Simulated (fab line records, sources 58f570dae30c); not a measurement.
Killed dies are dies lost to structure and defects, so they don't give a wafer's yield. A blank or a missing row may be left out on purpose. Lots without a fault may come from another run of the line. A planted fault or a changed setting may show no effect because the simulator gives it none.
Tool commonality check | flow berkeley_cmos170 | 14 lots, 42 wafers sampled

WHY IT WAS OPENED
At UCB170_PLDD_TW_MEAS_11 the reading PLDD_TW is flagged on 2 of 14 lots. Wafers without a fault read 1005, standard deviation 7.5.
Rule: a lot is flagged when every wafer of it that has a number lies more than 4 standard deviations from that mean, or none has a number. The other lots count as sound.

lot  | measured     | on            | PLDD_TW, wafer by wafer | flag
L937 | day 7 17:01  | film_metro-01 | 1012 1012 1006          |
L938 | day 8 01:33  | film_metro-01 | 1013 1006 1011          |
L941 | day 8 10:35  | film_metro-01 | 1010 1005 1010          |
L939 | day 8 10:52  | film_metro-04 | 1001 1009 1009          |
L942 | day 8 10:58  | film_metro-04 | 1086 1084 1085          | FLAGGED
L940 | day 8 11:06  | film_metro-04 | 1007 1005 1003          |
L943 | day 8 23:19  | film_metro-01 | 1013 1011 1009          |
L947 | day 9 11:48  | film_metro-04 | 1099 1095 1095          | FLAGGED
L951 | day 10 06:19 | film_metro-04 | 1014 1007 1009          |
L950 | day 10 06:33 | film_metro-04 | 1013 1008 1013          |
L952 | day 11 04:40 | film_metro-04 | 1005 1005 1002          |
L955 | day 11 04:57 | film_metro-01 | 1011 1008 1011          |
L959 | day 12 12:13 | film_metro-02 | 996 994 997             |
L958 | day 12 12:28 | film_metro-01 | 1011 1015 1013          |
The numbers of the flagged lots are 1091 on average: +86 against the usual, or +11 standard deviations.

WHICH TOOL RAN EACH LOT
The record holds 1 process step before the reading, out of a route of 331 steps. In each cell: the tool, then ch and the chambers that the sampled wafers went through, then the start.
lot  | flag    | UCB170_PLDD_IMPLANT_08
L937 |         | implanter-03 ch 0, day 7 16:37
L938 |         | implanter-03 ch 0, day 8 01:09
L941 |         | implanter-02 ch 0, day 8 10:11
L939 |         | implanter-01 ch 0, day 8 10:30
L942 | FLAGGED | implanter-03 ch 0, day 8 10:32
L940 |         | implanter-02 ch 0, day 8 10:42
L943 |         | implanter-01 ch 0, day 8 22:55
L947 | FLAGGED | implanter-03 ch 0, day 9 11:25
L951 |         | implanter-02 ch 0, day 10 05:55
L950 |         | implanter-01 ch 0, day 10 06:09
L952 |         | implanter-02 ch 0, day 11 04:17
L955 |         | implanter-02 ch 0, day 11 04:33
L959 |         | implanter-02 ch 0, day 12 11:50
L958 |         | implanter-01 ch 0, day 12 12:04
What these steps do:
- UCB170_PLDD_IMPLANT_08
- UCB170_PLDD_TW_MEAS_11

FLAGGED OVER TOTAL, TOOL BY TOOL (the gauges that took the reading come last)
step                   | tool          | lots run | flagged | share of the flagged lots | sound lots run after its first flagged lot
UCB170_PLDD_IMPLANT_08 | implanter-01  | 4        | 0       | none                      | -
UCB170_PLDD_IMPLANT_08 | implanter-02  | 6        | 0       | none                      | -
UCB170_PLDD_IMPLANT_08 | implanter-03  | 4        | 2       | all                       | 0
UCB170_PLDD_TW_MEAS_11 | film_metro-01 | 6        | 0       | none                      | -
UCB170_PLDD_TW_MEAS_11 | film_metro-02 | 1        | 0       | none                      | -
UCB170_PLDD_TW_MEAS_11 | film_metro-04 | 7        | 2       | all                       | 4 (L940,L951,L950,L952)

WHAT THE TABLE ALLOWS
2 rows of the table ran every flagged lot: implanter-03 at UCB170_PLDD_IMPLANT_08, film_metro-04 at UCB170_PLDD_TW_MEAS_11.
- implanter-03 at UCB170_PLDD_IMPLANT_08: 2 of its 4 lots flagged. Its last sound lot is L938 (day 8 01:09), its first flagged lot L942 (day 8 10:32): a fault that began between those two fits. Its own readings lie more than 4 standard deviations out on every wafer of the flagged lots: beam_on_s, dose_ions_cm2, faraday_current_uA.
- film_metro-04 at UCB170_PLDD_TW_MEAS_11: 2 of its 7 lots flagged. Sound lots ran on it after the first flagged one (L940, L951, L950, L952), which a lasting fault on the whole tool wouldn't allow.
One tool is left: implanter-03 at UCB170_PLDD_IMPLANT_08.

WHAT THE SIMULATOR HAD PUT IN
Process parameter drift: implanter-03, from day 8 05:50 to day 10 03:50, at UCB170_PLDD_IMPLANT_08. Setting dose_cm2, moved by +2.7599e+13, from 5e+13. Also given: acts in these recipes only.
Lots struck among those shown: L942, L947. The rule above found the same.
